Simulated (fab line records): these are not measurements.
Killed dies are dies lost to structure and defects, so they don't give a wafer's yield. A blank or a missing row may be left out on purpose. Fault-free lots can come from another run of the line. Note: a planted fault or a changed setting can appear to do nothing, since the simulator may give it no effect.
A lot that was struck, set against a sound lot	flow rit_cmos	20 out of 202 route steps
Sound: these wafers, L947.2, L947.3, L947.4. Wafers struck: L962.4, L962.5, L962.6. Last of all comes the cause.
For every step that has rows: the tool of each side, followed by ch and its chambers, followed by its first start. Under that, the readings that differ: sound wafers	struck wafers	difference of the means	sigmas: that difference in standard deviations of wafers without a fault.
alike: a reading whose means differ by less than 2 such deviations, as well as words and numbers matching on both sides. not compared: withheld readings; readings where some wafer has no value; bounds like >300 that might hide an equal value; numbers whose values overlap and for which the record gives no deviation.
A row with sigmas, a row that says differs or no value, or rows on one side alone: a step with any of these is where the two part. Numbers that have no deviation but don't overlap get no sigmas and don't part them. Lack of a reading on every wafer of one side parts them only where that side has two or more wafers.

first, 6 steps without rows for these wafers: RIT_NRETRO_HMDS_00 (prime time 60 s); RIT_NRETRO_COAT_01 (resist thk 1300 nm); RIT_NRETRO_SOFTBAKE_02 (time 60 s); RIT_NRETRO_EXPOSE_03 (exposes mask M4, target cd 43900 nm); RIT_NRETRO_PEB_04; RIT_NRETRO_DEVELOP_05 (develop time 68 s).
RIT_NRETRO_OVL_MEAS_06:
  sound: overlay-01 at day 3 03:01; struck: overlay-02 at day 6 05:43
  alike: NRETRO_OVL
then, 2 steps without rows for these wafers: RIT_NRETRO_HARDBAKE_07 (time 120 s); RIT_NRETRO_IMPLANT_08.
RIT_NRETRO_STRIP_09: strips in O2, time 180 s.
  sound on plasma_asher-01 ch 0,1, day 3 03:26; struck on plasma_asher-04 ch 0,1, day 6 06:11
  alike: drypump_motor_current_A
  not compared: rf_hours_counter_h
RIT_NRETRO_TW_MEAS_10:
  sound: film_metro-02 at day 3 03:37; struck: film_metro-03 at day 6 06:20
  alike: NRETRO_TW
then, 1 step without rows for these wafers: RIT_PRETRO_HMDS_00 (prime time 60 s).
RIT_PRETRO_COAT_01: resist thk 1300 nm.
  struck on litho_track-03, day 6 06:38; sound on litho_track-04 ch 0, day 3 03:51
  no value came back on the struck wafers for chill_plate_temp_C (C), dispense_pressure_kPa (kPa), resist_line_temp_C (C), spin_speed_rpm (rpm); on the sound wafers chill_plate_temp_C (C) reads 23.08 23.00 22.82
then, 4 steps without rows for these wafers: RIT_PRETRO_SOFTBAKE_02 (time 60 s); RIT_PRETRO_EXPOSE_03 (exposes mask M5, target cd 43700 nm); RIT_PRETRO_PEB_04; RIT_PRETRO_DEVELOP_05 (develop time 68 s).
RIT_PRETRO_OVL_MEAS_06:
  sound: overlay-02 at day 3 04:34; struck: overlay-01 at day 6 07:25
reading	sound	struck	difference	sigmas
PRETRO_OVL (nm)	1.2 0.0 -0.4	- - -	no value on the struck wafers	
then, 1 step without rows for these wafers: RIT_PRETRO_HARDBAKE_07 (time 120 s).
RIT_M1_PROBE_99:
  record: rows for the struck wafers here (prober-01, day 7 17:55), none for the sound ones

## WHERE THEY PART
Last at RIT_M1_PROBE_99 as far as this record goes, first at RIT_PRETRO_COAT_01.

WHY: the cause the simulator had injected
At RIT_PRETRO_COAT_01, the step was skipped entirely on litho_track-03 from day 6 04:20 on. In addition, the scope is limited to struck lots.
